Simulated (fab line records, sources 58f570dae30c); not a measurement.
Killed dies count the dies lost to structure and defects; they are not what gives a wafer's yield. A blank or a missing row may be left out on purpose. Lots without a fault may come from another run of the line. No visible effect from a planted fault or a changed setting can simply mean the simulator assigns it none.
The tool behind it: which one? ; flow berkeley_cmos170 ; 42 wafers from 14 lots sampled at 3 of the route's 331 steps

## WHAT EACH GAUGE READ, for each wafer
The record holds no reading of a measuring or inspecting step that can be judged against a usual standard deviation.

## WHAT TOOL EACH LOT RAN ON (gives the tool, then ch and the chambers of the sampled wafers, and finally the start)
lot;UCB170_ZERO_DEVELOP_05;UCB170_ZERO_ETCH_06;UCB170_ZERO_STRIP_07
L698;litho_track-02 ch 0, day 1 22:00;rie_diel-04 ch 0,1,3, day 1 23:02;plasma_asher-04 ch 0, day 1 23:03
L699;litho_track-02 ch 0, day 2 06:00;rie_diel-04 ch 0,2,3, day 2 06:05;plasma_asher-02 ch 0,1, day 2 06:09
L700;litho_track-02 ch 0, day 2 11:00;rie_diel-02 ch 1,3, day 2 11:28;plasma_asher-02 ch 0, day 2 11:29
L701;litho_track-02 ch 0, day 2 12:00;rie_diel-03 ch 0,1, day 2 12:11;plasma_asher-04 ch 0,1, day 2 12:13
L702;litho_track-02 ch 0, day 2 20:00;rie_diel-04 ch 1,2, day 2 20:47;plasma_asher-03 ch 1, day 2 20:48
L704;litho_track-03 ch 0, day 3 03:00;rie_diel-02 ch 1,2,3, day 3 03:50;plasma_asher-02 ch 0,1, day 3 03:53
L714;litho_track-02, day 5 02:00;rie_diel-03 ch 1,3, day 5 03:04;plasma_asher-03 ch 0,1, day 5 03:05
L713;litho_track-04, day 5 03:00;rie_diel-03 ch 1,2, day 5 03:14;plasma_asher-04 ch 0,1, day 5 03:15
L715;litho_track-02 ch 0, day 5 13:00;rie_diel-04 ch 0,1,2, day 5 13:35;plasma_asher-04 ch 0,1, day 5 13:37
L716;litho_track-02 ch 0, day 5 14:00;rie_diel-02 ch 0,1,2, day 5 14:08;plasma_asher-02 ch 1, day 5 14:10
L717;litho_track-03 ch 0, day 6 00:00;rie_diel-03 ch 0,1,2, day 6 00:23;plasma_asher-02 ch 1, day 6 00:24
L718;litho_track-02 ch 0, day 6 00:00;rie_diel-04 ch 0,1, day 6 00:29;plasma_asher-04 ch 0,1, day 6 00:33
L719;litho_track-04 ch 0, day 6 07:00;rie_diel-03 ch 0,2,3, day 6 07:58;plasma_asher-03 ch 0,1, day 6 07:59
L720;litho_track-03 ch 0, day 6 12:00;rie_diel-04 ch 0,2,3, day 6 12:44;plasma_asher-04 ch 0, day 6 12:46
- UCB170_ZERO_DEVELOP_05: develop time 45 s.
- UCB170_ZERO_ETCH_06: etches SiO2 in CHF3/CF4/Ar, time 12 s.
- UCB170_ZERO_STRIP_07: strips in O2.

## AS READ BY THE TOOLS THEMSELVES (means over the sampled wafers that have a number; for cases with no such wafer, the mark the record gives instead)
UCB170_ZERO_DEVELOP_05. Usual: chill_plate_temp_C reads 22.99 C (standard deviation 0.11).
lot;tool;chill_plate_temp_C (C);flag
L698;litho_track-02;23.03;
L699;litho_track-02;22.89;
L700;litho_track-02;22.81;
L701;litho_track-02;23.10;
L702;litho_track-02;22.99;
L704;litho_track-03;22.99;
L714;litho_track-02;-;OFF
L713;litho_track-04;-;OFF
L715;litho_track-02;22.94;
L716;litho_track-02;22.97;
L717;litho_track-03;22.94;
L718;litho_track-02;23.05;
L719;litho_track-04;22.93;
L720;litho_track-03;23.08;

UCB170_ZERO_ETCH_06. Usual: CHF3_flow_sccm 50.01 sccm, standard deviation 0.17; drypump_motor_current_A 5.7 A, standard deviation 0.4; oes_product_au 0.619 a.u., standard deviation 0.012; throttle_valve_pct 9.25 %, standard deviation 0.1.
lot;tool;CHF3_flow_sccm (sccm);drypump_motor_current_A (A);oes_product_au (a.u.);throttle_valve_pct (%);flag
L698;rie_diel-04;49.95;5.7;0.621;9.22;
L699;rie_diel-04;50.03;5.8;0.621;9.23;
L700;rie_diel-02;50.06;6.2;0.607;9.24;
L701;rie_diel-03;49.99;5.2;0.621;9.23;
L702;rie_diel-04;50.09;6.1;0.619;9.26;
L704;rie_diel-02;49.81;6.0;0.608;9.27;
L714;rie_diel-03;49.89;5.6;0.379;9.08;OFF
L713;rie_diel-03;50.07;5.2;0.385;9.23;OFF
L715;rie_diel-04;50.16;6.0;0.619;9.24;
L716;rie_diel-02;50.07;6.2;0.606;9.39;
L717;rie_diel-03;49.94;5.4;0.623;9.24;
L718;rie_diel-04;50.27;5.9;0.627;9.21;
L719;rie_diel-03;50.02;5.6;0.618;9.18;
L720;rie_diel-04;49.91;5.8;0.618;9.24;

UCB170_ZERO_STRIP_07. Usual: drypump_motor_current_A 5.9 A, standard deviation 0.42; oes_product_au 0.728 a.u., standard deviation 0.0042; strip_time_to_endpoint_s 21.22 s, standard deviation 0.059.
lot;tool;drypump_motor_current_A (A);oes_product_au (a.u.);strip_time_to_endpoint_s (s);flag
L698;plasma_asher-04;6.1;0.725;21.32;
L699;plasma_asher-02;5.9;0.728;21.12;
L700;plasma_asher-02;5.6;0.727;21.20;
L701;plasma_asher-04;5.6;0.726;21.20;
L702;plasma_asher-03;5.8;0.725;21.23;
L704;plasma_asher-02;6.0;0.726;21.22;
L714;plasma_asher-03;5.9;0.726;21.50;OFF
L713;plasma_asher-04;5.6;0.729;21.52;OFF
L715;plasma_asher-04;5.6;0.730;21.16;
L716;plasma_asher-02;6.7;0.728;21.29;
L717;plasma_asher-02;6.7;0.728;21.25;
L718;plasma_asher-04;5.6;0.727;21.27;
L719;plasma_asher-03;5.8;0.732;21.25;
L720;plasma_asher-04;6.1;0.730;21.18;

## THE ANSWER, worked out from the rows above alone
Rule: take the mean of a lot's wafers that have a number; if it is more than 3 standard deviations from the usual mean, the lot is off. Also off: a lot with no number at a reading for which 4 or more lots have one. Where the step has rows for the other lots, those lots are counted as sound. The gauges are gone through in route order, then the tools' own readings, and for those a lot's mean is taken as printed above. The first step at which some lot is off is used, and at that step the reading that is off furthest; a lot without a number counts as furthest.
Off, at UCB170_ZERO_DEVELOP_05 on chill_plate_temp_C: L714, L713. Without a number there: L714, L713.
If a tool, at that step or one of the process steps before it, ran each lot that is off and ran no sound lot following the first of them, it fits. None of those tried fits.

## WHAT WAS PUT IN BY THE SIMULATOR
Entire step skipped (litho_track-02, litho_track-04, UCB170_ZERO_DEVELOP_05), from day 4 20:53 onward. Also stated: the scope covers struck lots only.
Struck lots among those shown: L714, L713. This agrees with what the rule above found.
